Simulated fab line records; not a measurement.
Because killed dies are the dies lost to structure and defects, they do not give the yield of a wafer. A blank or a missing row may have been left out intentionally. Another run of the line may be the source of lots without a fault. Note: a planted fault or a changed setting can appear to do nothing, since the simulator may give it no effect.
Which of the tools did it? :: flow rit_cmos :: Sampling: 15 lots, 45 wafers, 4 of 202 route steps

WHAT THE GAUGES SHOWED, per wafer
RIT_CONTACT_THK_MEAS_01.
lot: L911
measured: day 3 05:02
on: film_metro-02
CONTACT_TEOS_THK (nm): 402 408 405

lot: L912
measured: day 3 07:11
on: film_metro-02
CONTACT_TEOS_THK (nm): 396 401 402

lot: L913
measured: day 3 12:21
on: film_metro-02
CONTACT_TEOS_THK (nm): 397 394 405

lot: L914
measured: day 3 18:57
on: film_metro-04
CONTACT_TEOS_THK (nm): 397 397 398

lot: L915
measured: day 3 22:32
on: film_metro-04
CONTACT_TEOS_THK (nm): 397 397 401

lot: L918
measured: day 4 17:16
on: film_metro-04
CONTACT_TEOS_THK (nm): 393 406 402

lot: L919
measured: day 4 23:17
on: film_metro-02
CONTACT_TEOS_THK (nm): 394 404 404

lot: L920
measured: day 5 02:59
on: film_metro-01
CONTACT_TEOS_THK (nm): 397 403 402

lot: L921
measured: day 5 08:02
on: film_metro-04
CONTACT_TEOS_THK (nm): 389 401 401

lot: L925
measured: day 6 04:29
on: film_metro-01
CONTACT_TEOS_THK (nm): 394 395 398

lot: L930
measured: day 7 02:43
on: film_metro-04
CONTACT_TEOS_THK (nm): 399 393 403

lot: L931
measured: day 7 07:19
on: film_metro-04
CONTACT_TEOS_THK (nm): 395 401 401

lot: L932
measured: day 7 11:43
on: film_metro-04
CONTACT_TEOS_THK (nm): 393 397 402

lot: L933
measured: day 7 19:32
on: film_metro-01
CONTACT_TEOS_THK (nm): 394 399 408

lot: L934
measured: day 8 03:53
on: film_metro-04
CONTACT_TEOS_THK (nm): 391 400 399

RIT_M1_OVL_MEAS_10.
lot: L911
measured: day 3 08:55
on: overlay-01
M1_OVL (nm): 1.1 -0.5 -0.7

lot: L912
measured: day 3 11:07
on: overlay-01
M1_OVL (nm): 0.0 -0.8 -1.7

lot: L913
measured: day 3 16:01
on: overlay-01
M1_OVL (nm): -1.7 -1.6 -0.9

lot: L914
measured: day 3 22:52
on: overlay-02
M1_OVL (nm): 2.2 2.7 1.8

lot: L915
measured: day 4 02:25
on: overlay-02
M1_OVL (nm): 0.6 -1.5 0.0

lot: L918
measured: day 4 21:02
on: overlay-01
M1_OVL (nm): 0.1 -0.4 0.2

lot: L919
measured: day 5 03:02
on: overlay-01
M1_OVL (nm): -1.4 1.2 -1.8

lot: L920
measured: day 5 06:46
on: overlay-02
M1_OVL (nm): -1.0 0.0 0.3

lot: L921
measured: day 5 11:42
on: overlay-02
M1_OVL (nm): -1.4 -0.2 -1.5

lot: L925
measured: day 6 08:15
on: overlay-01
M1_OVL (nm): 0.9 -0.3 -1.7

lot: L930
measured: day 7 06:37
on: overlay-01
M1_OVL (nm): - - -

lot: L931
measured: day 7 11:27
on: overlay-02
M1_OVL (nm): - - -

lot: L932
measured: day 7 15:31
on: overlay-02
M1_OVL (nm): - - -

lot: L933
measured: day 7 23:26
on: overlay-01
M1_OVL (nm): 1.2 0.9 0.8

lot: L934
measured: day 8 07:48
on: overlay-01
M1_OVL (nm): -0.6 -0.2 0.1

WHICH TOOL RAN EACH LOT (tool, then ch and the chambers of the sampled wafers, then the start)
lot: L911
RIT_SDANNEAL_RTA_03: rtp_anneal-01 ch 0, day 3 03:55
RIT_M1_EXPOSE_06: iline_stepper-01 ch 0, day 3 08:19

lot: L912
RIT_SDANNEAL_RTA_03: rtp_anneal-02 ch 0, day 3 06:04
RIT_M1_EXPOSE_06: iline_stepper-01 ch 0, day 3 10:33

lot: L913
RIT_SDANNEAL_RTA_03: rtp_anneal-01 ch 0, day 3 11:14
RIT_M1_EXPOSE_06: iline_stepper-01 ch 0, day 3 15:28

lot: L914
RIT_SDANNEAL_RTA_03: rtp_anneal-02 ch 0, day 3 17:51
RIT_M1_EXPOSE_06: iline_stepper-02 ch 0, day 3 22:19

lot: L915
RIT_SDANNEAL_RTA_03: rtp_anneal-01 ch 0, day 3 21:24
RIT_M1_EXPOSE_06: iline_stepper-01 ch 0, day 4 01:47

lot: L918
RIT_SDANNEAL_RTA_03: rtp_anneal-02 ch 0, day 4 16:09
RIT_M1_EXPOSE_06: iline_stepper-02 ch 0, day 4 20:31

lot: L919
RIT_SDANNEAL_RTA_03: rtp_anneal-01 ch 0, day 4 22:10
RIT_M1_EXPOSE_06: iline_stepper-01 ch 0, day 5 02:31

lot: L920
RIT_SDANNEAL_RTA_03: rtp_anneal-02 ch 0, day 5 01:52
RIT_M1_EXPOSE_06: iline_stepper-01 ch 0, day 5 06:14

lot: L921
RIT_SDANNEAL_RTA_03: rtp_anneal-01 ch 0, day 5 06:48
RIT_M1_EXPOSE_06: iline_stepper-01 ch 0, day 5 11:09

lot: L925
RIT_SDANNEAL_RTA_03: rtp_anneal-01 ch 0, day 6 03:22
RIT_M1_EXPOSE_06: iline_stepper-02 ch 0, day 6 07:42

lot: L930
RIT_SDANNEAL_RTA_03: rtp_anneal-02 ch 0, day 7 01:36
RIT_M1_EXPOSE_06: iline_stepper-01, day 7 06:04

lot: L931
RIT_SDANNEAL_RTA_03: rtp_anneal-01 ch 0, day 7 06:12
RIT_M1_EXPOSE_06: iline_stepper-02, day 7 10:56

lot: L932
RIT_SDANNEAL_RTA_03: rtp_anneal-02 ch 0, day 7 10:37
RIT_M1_EXPOSE_06: iline_stepper-01, day 7 14:59

lot: L933
RIT_SDANNEAL_RTA_03: rtp_anneal-01 ch 0, day 7 18:25
RIT_M1_EXPOSE_06: iline_stepper-02 ch 0, day 7 22:55

lot: L934
RIT_SDANNEAL_RTA_03: rtp_anneal-02 ch 0, day 8 02:46
RIT_M1_EXPOSE_06: iline_stepper-01 ch 0, day 8 07:07
- RIT_SDANNEAL_RTA_03: time 5 s.
- RIT_M1_EXPOSE_06: exposes mask M12, target cd 2600 nm.

WHAT THE TOOLS THEMSELVES READ (means of the sampled wafers that have a number; where no wafer has one, the mark that the record gives instead)
RIT_SDANNEAL_RTA_03.
lot: L911
tool: rtp_anneal-01
wafer_temp_C_max: 1052.9

lot: L912
tool: rtp_anneal-02
wafer_temp_C_max: 1054.2

lot: L913
tool: rtp_anneal-01
wafer_temp_C_max: 1052.4

lot: L914
tool: rtp_anneal-02
wafer_temp_C_max: 1054.2

lot: L915
tool: rtp_anneal-01
wafer_temp_C_max: 1053.8

lot: L918
tool: rtp_anneal-02
wafer_temp_C_max: 1052.5

lot: L919
tool: rtp_anneal-01
wafer_temp_C_max: 1054.1

lot: L920
tool: rtp_anneal-02
wafer_temp_C_max: 1055.0

lot: L921
tool: rtp_anneal-01
wafer_temp_C_max: 1053.8

lot: L925
tool: rtp_anneal-01
wafer_temp_C_max: 1054.0

lot: L930
tool: rtp_anneal-02
wafer_temp_C_max: 1052.5

lot: L931
tool: rtp_anneal-01
wafer_temp_C_max: 1053.8

lot: L932
tool: rtp_anneal-02
wafer_temp_C_max: 1053.2

lot: L933
tool: rtp_anneal-01
wafer_temp_C_max: 1054.2

lot: L934
tool: rtp_anneal-02
wafer_temp_C_max: 1052.6

RIT_M1_EXPOSE_06.
lot: L911
tool: iline_stepper-01
exposure_dose_mJ_cm2: 250.42
focus_offset_nm (nm): 0.5

lot: L912
tool: iline_stepper-01
exposure_dose_mJ_cm2: 250.19
focus_offset_nm (nm): 0.5

lot: L913
tool: iline_stepper-01
exposure_dose_mJ_cm2: 250.12
focus_offset_nm (nm): -0.1

lot: L914
tool: iline_stepper-02
exposure_dose_mJ_cm2: 250.19
focus_offset_nm (nm): -0.7

lot: L915
tool: iline_stepper-01
exposure_dose_mJ_cm2: 250.06
focus_offset_nm (nm): -0.3

lot: L918
tool: iline_stepper-02
exposure_dose_mJ_cm2: 250.06
focus_offset_nm (nm): -0.2

lot: L919
tool: iline_stepper-01
exposure_dose_mJ_cm2: 249.59
focus_offset_nm (nm): 0.6

lot: L920
tool: iline_stepper-01
exposure_dose_mJ_cm2: 249.91
focus_offset_nm (nm): 0.3

lot: L921
tool: iline_stepper-01
exposure_dose_mJ_cm2: 250.20
focus_offset_nm (nm): 0.3

lot: L925
tool: iline_stepper-02
exposure_dose_mJ_cm2: 250.11
focus_offset_nm (nm): -0.9

lot: L930
tool: iline_stepper-01
exposure_dose_mJ_cm2: -
focus_offset_nm (nm): -

lot: L931
tool: iline_stepper-02
exposure_dose_mJ_cm2: -
focus_offset_nm (nm): -

lot: L932
tool: iline_stepper-01
exposure_dose_mJ_cm2: -
focus_offset_nm (nm): -

lot: L933
tool: iline_stepper-02
exposure_dose_mJ_cm2: 249.92
focus_offset_nm (nm): -1.1

lot: L934
tool: iline_stepper-01
exposure_dose_mJ_cm2: 249.96
focus_offset_nm (nm): 0.3

THE ANSWER, worked out from the rows above alone
Rule: usual is defined by the lots themselves. The widest of any qualifying gaps counts: lots, ordered by their means at a reading, are off when they make up no more than a third of the lots, leave a main group of 4 or more, and stand apart from it by 3 or more times the standard deviation of that group's means. The tables above print the reading to a certain number of digits; a main group whose means all agree to those digits is not used. A lot without any number at a reading at which 4 lots or more have one is off too. The other lots that the step has rows for count as sound. After the gauges, taken in route order, come the tools' own readings; for these a lot's mean is taken, as printed above. At the first step where some lot is off, the reading lying furthest off is the one used; lots without a number count as furthest.
Off: L930, L931, L932, at RIT_M1_OVL_MEAS_10 (M1_OVL). Without a number there: L930, L931, L932. The main group has a mean of -0.2 nm with a standard deviation of 0.92.
If a tool, at a process step before that reading, ran all the lots that are off and no sound lot after the first of them, it fits. The gauges at RIT_M1_OVL_MEAS_10 aren't tried: what is off there is off at RIT_M1_EXPOSE_06 too, on other tools, and a gauge's error can't cause that. No candidate that was tried fits.

WHAT THE SIMULATOR HAD PUT IN
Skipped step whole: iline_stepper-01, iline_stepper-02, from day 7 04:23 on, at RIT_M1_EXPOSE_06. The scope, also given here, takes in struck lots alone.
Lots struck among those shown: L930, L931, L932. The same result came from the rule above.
